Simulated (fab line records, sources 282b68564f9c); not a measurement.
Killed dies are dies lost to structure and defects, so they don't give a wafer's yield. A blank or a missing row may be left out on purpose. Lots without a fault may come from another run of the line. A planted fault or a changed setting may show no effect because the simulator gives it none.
Problem report in the 8D (eight disciplines) form, filled by code | flow rit_cmos | the parts of the form that need people (team, actions taken, sign-off) are left out

1. THE PROBLEM
tube_center_temp_C at RIT_FOX1_OXIDATION_00 reads a mean of 1088 C on 6 wafers of 2 lots; wafers without a fault read 1100 C with a standard deviation of 0.1. That is -99 or more standard deviations from the usual mean.
The step: target thk 350.7 nm, ox time 1130 s.
First seen on wafer L118.1, day 3 09:07, on furnace-01. The record holds 42 wafers of 14 lots with a number at this step. Rule for "out", or "out of limits": more than 4 standard deviations from the usual mean. The other wafers with a number count as sound.

2. WHAT IT IS AND WHAT IT IS NOT
question                    | is                                                                               | is not
which readings at this step | tube_center_temp_C, spike_tc_centre_C, spike_tc_source_C, tube_center_temp_C_max | -
which lots                  | L118, L121                                                                       | L110, L111, L112, L113, L114, L119, L125, L127, L128, L129, L132, L133
which wafers of those lots  | all that have a number                                                           | -
read on which tools         | furnace-01                                                                       | furnace-02, furnace-04
when                        | from day 3 09:07                                                                 | up to then (15 sound wafers); but 21 sound wafers of L119, L125, L127, L128, L129, L132, L133 came after

3. SUSPECTS, AND WHAT RULES EACH OUT
Counting: a tool at a process step up to the reading stays a suspect if it ran every lot that is out and no sound lot after the first of them.
- furnace-01 at RIT_FOX1_OXIDATION_00 (target thk 350.7 nm, ox time 1130 s): kept. It ran every lot that is out, first L118 (day 3 09:07), and no sound lot after that; its last sound lot up to then is L113 (day 2 08:03). Its own readings are out on those wafers: spike_tc_centre_C, spike_tc_source_C, tube_center_temp_C, tube_center_temp_C_max.
Left after counting: furnace-01 at RIT_FOX1_OXIDATION_00.

4. THE CAUSE (what the simulator had put in)
Process parameter drift: furnace-01, from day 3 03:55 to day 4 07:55, at RIT_FOX1_OXIDATION_00. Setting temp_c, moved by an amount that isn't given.
Counting left only this tool.

5. THE CHAIN OF EFFECTS, in route order
Each row: a reading whose mean over the struck wafers that have a number lies more than 3 standard deviations from the usual. Only readings for which the record gives a usual standard deviation are gone through. hours: the time from each lot's start at the first step in this table that gives one to its start at this step, as a median over the lots. sigmas: the change in usual standard deviations.
hours | step                  | reading                | usual    | on struck wafers | change | sigmas
0     | RIT_FOX1_OXIDATION_00 | spike_tc_centre_C      | 1102.2 C | 1090.1           | -12.1  | -13
0     | RIT_FOX1_OXIDATION_00 | spike_tc_load_C        | 1126.7 C | 1116.4           | -10.3  | -4.5
0     | RIT_FOX1_OXIDATION_00 | spike_tc_source_C      | 1127.5 C | 1117.2           | -10.3  | -7.4
0     | RIT_FOX1_OXIDATION_00 | tube_center_temp_C     | 1100 C   | 1088             | -12    | -99 or more
0     | RIT_FOX1_OXIDATION_00 | tube_center_temp_C_max | 1102.8   | 1090.7           | -12.1  | -25
The process steps in it:
- RIT_FOX1_OXIDATION_00: target thk 350.7 nm, ox time 1130 s.

6. WHAT WOULD HAVE CAUGHT IT SOONER
In this record the first reading out of limits was taken at day 3 09:07, 5 hours after the fault began at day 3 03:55.
